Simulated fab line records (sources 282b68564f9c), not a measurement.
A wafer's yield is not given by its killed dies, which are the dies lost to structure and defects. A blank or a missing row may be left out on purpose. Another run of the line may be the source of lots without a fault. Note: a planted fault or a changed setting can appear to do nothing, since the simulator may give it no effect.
Which tool did it? || flow rit cmos || 13 lots with 39 wafers sampled at 2 steps, on a route of 202 steps

== WHAT THE GAUGES READ, wafer by wafer ==
RIT_NSD_OVL_MEAS_06. Usual: for NSD_OVL the level is 0.8 nm and the standard deviation is 1.4.
{"lot": "L770", "measured": "day 2 23:32", "on": "overlay-01", "NSD_OVL (nm)": "3.0 1.9 1.7", "flag": ""}
{"lot": "L771", "measured": "day 3 06:16", "on": "overlay-02", "NSD_OVL (nm)": "1.2 -2.7 0.7", "flag": ""}
{"lot": "L772", "measured": "day 3 10:49", "on": "overlay-01", "NSD_OVL (nm)": "3.0 2.6 3.7", "flag": ""}
{"lot": "L773", "measured": "day 3 18:07", "on": "overlay-02", "NSD_OVL (nm)": "-0.4 -1.2 0.1", "flag": ""}
{"lot": "L774", "measured": "day 3 20:18", "on": "overlay-02", "NSD_OVL (nm)": "-0.6 1.9 0.9", "flag": ""}
{"lot": "L775", "measured": "day 3 23:20", "on": "overlay-01", "NSD_OVL (nm)": "0.5 1.0 -0.4", "flag": ""}
{"lot": "L776", "measured": "day 4 08:14", "on": "overlay-01", "NSD_OVL (nm)": "-0.5 1.0 0.8", "flag": ""}
{"lot": "L777", "measured": "day 4 15:11", "on": "overlay-02", "NSD_OVL (nm)": "0.2 0.4 0.9", "flag": ""}
{"lot": "L778", "measured": "day 4 20:13", "on": "overlay-02", "NSD_OVL (nm)": "2.8 2.8 1.8", "flag": ""}
{"lot": "L779", "measured": "day 4 22:50", "on": "overlay-02", "NSD_OVL (nm)": "1.3 1.4 1.6", "flag": ""}
{"lot": "L780", "measured": "day 5 03:19", "on": "overlay-02", "NSD_OVL (nm)": "1.4 -0.3 1.5", "flag": ""}
{"lot": "L786", "measured": "day 6 12:27", "on": "overlay-01", "NSD_OVL (nm)": "-2.1 0.6 -0.3", "flag": ""}
{"lot": "L793", "measured": "day 7 17:56", "on": "overlay-01", "NSD_OVL (nm)": "-1.2 0.2 -2.4", "flag": ""}

== EACH LOT AND THE TOOL THAT RAN IT (in order: tool; ch and the chambers of the sampled wafers; start) ==
{"lot": "L770", "RIT_ACTIVE_EXPOSE_08": "iline stepper-01 ch 0, day 1 15:29"}
{"lot": "L771", "RIT_ACTIVE_EXPOSE_08": "iline stepper-01 ch 0, day 1 20:35"}
{"lot": "L772", "RIT_ACTIVE_EXPOSE_08": "iline stepper-02 ch 0, day 2 01:37"}
{"lot": "L773", "RIT_ACTIVE_EXPOSE_08": "iline stepper-01 ch 0, day 2 05:11"}
{"lot": "L774", "RIT_ACTIVE_EXPOSE_08": "iline stepper-01 ch 0, day 2 10:06"}
{"lot": "L775", "RIT_ACTIVE_EXPOSE_08": "iline stepper-02 ch 0, day 2 15:12"}
{"lot": "L776", "RIT_ACTIVE_EXPOSE_08": "iline stepper-01 ch 0, day 2 21:15"}
{"lot": "L777", "RIT_ACTIVE_EXPOSE_08": "iline stepper-01 ch 0, day 3 01:02"}
{"lot": "L778", "RIT_ACTIVE_EXPOSE_08": "iline stepper-02 ch 0, day 3 08:28"}
{"lot": "L779", "RIT_ACTIVE_EXPOSE_08": "iline stepper-01 ch 0, day 3 11:17"}
{"lot": "L780", "RIT_ACTIVE_EXPOSE_08": "iline stepper-02 ch 0, day 3 16:10"}
{"lot": "L786", "RIT_ACTIVE_EXPOSE_08": "iline stepper-01 ch 0, day 5 00:44"}
{"lot": "L793", "RIT_ACTIVE_EXPOSE_08": "iline stepper-02 ch 0, day 6 09:02"}
- RIT_ACTIVE_EXPOSE_08: exposes mask M1, target cd 1400 nm.

== WHAT THE TOOLS THEMSELVES READ (means of the sampled wafers that have a number; where no wafer has one, the mark that the record gives instead) ==
RIT_ACTIVE_EXPOSE_08. Usual: exposure dose mJ cm2 at 224.92, with a standard deviation of 0.23.
{"lot": "L770", "tool": "iline stepper-01", "exposure dose mJ cm2": 225.38, "flag": ""}
{"lot": "L771", "tool": "iline stepper-01", "exposure dose mJ cm2": 224.94, "flag": ""}
{"lot": "L772", "tool": "iline stepper-02", "exposure dose mJ cm2": 225.11, "flag": ""}
{"lot": "L773", "tool": "iline stepper-01", "exposure dose mJ cm2": 224.89, "flag": ""}
{"lot": "L774", "tool": "iline stepper-01", "exposure dose mJ cm2": 225.14, "flag": ""}
{"lot": "L775", "tool": "iline stepper-02", "exposure dose mJ cm2": 225.18, "flag": ""}
{"lot": "L776", "tool": "iline stepper-01", "exposure dose mJ cm2": 224.69, "flag": ""}
{"lot": "L777", "tool": "iline stepper-01", "exposure dose mJ cm2": 225.06, "flag": ""}
{"lot": "L778", "tool": "iline stepper-02", "exposure dose mJ cm2": 224.72, "flag": ""}
{"lot": "L779", "tool": "iline stepper-01", "exposure dose mJ cm2": 224.83, "flag": ""}
{"lot": "L780", "tool": "iline stepper-02", "exposure dose mJ cm2": 224.80, "flag": ""}
{"lot": "L786", "tool": "iline stepper-01", "exposure dose mJ cm2": 223.43, "flag": "OFF"}
{"lot": "L793", "tool": "iline stepper-02", "exposure dose mJ cm2": 224.75, "flag": ""}

== THE ANSWER, worked out from the rows above alone ==
Rule: take the mean of a lot's wafers that have a number; if it is more than 3 standard deviations from the usual mean, the lot is off. A lot without any number at a reading at which 4 lots or more have one is off too. Where the step has rows for the other lots, those lots are counted as sound. After the gauges, taken in route order, come the tools' own readings; for these a lot's mean is taken, as printed above. At the first step where some lot is off, the reading lying furthest off is the one used; lots without a number count as furthest.
Off: L786 (RIT_ACTIVE_EXPOSE_08, exposure dose mJ cm2).
If a tool, at that step or one of the process steps before it, ran each lot that is off and ran no sound lot following the first of them, it fits. One fits: iline stepper-01 at RIT_ACTIVE_EXPOSE_08. Its last sound lot is L779 (day 3 11:17), its first lot that is off L786 (day 5 00:44): a fault that began between those two fits.
On the lots that are off, the tool's own readings at RIT_ACTIVE_EXPOSE_08 differ by more than 5 times the standard deviation of the sound lots' means, which bears it out; exposure dose mJ cm2 reads 223.43 there versus 224.96 on the sound lots.

== WHAT THE SIMULATOR HAD PUT IN ==
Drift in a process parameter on iline stepper-01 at RIT_ACTIVE_EXPOSE_08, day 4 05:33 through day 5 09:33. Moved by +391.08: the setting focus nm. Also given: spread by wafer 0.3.
Shown lots that were struck: L786. The rule above found the same.
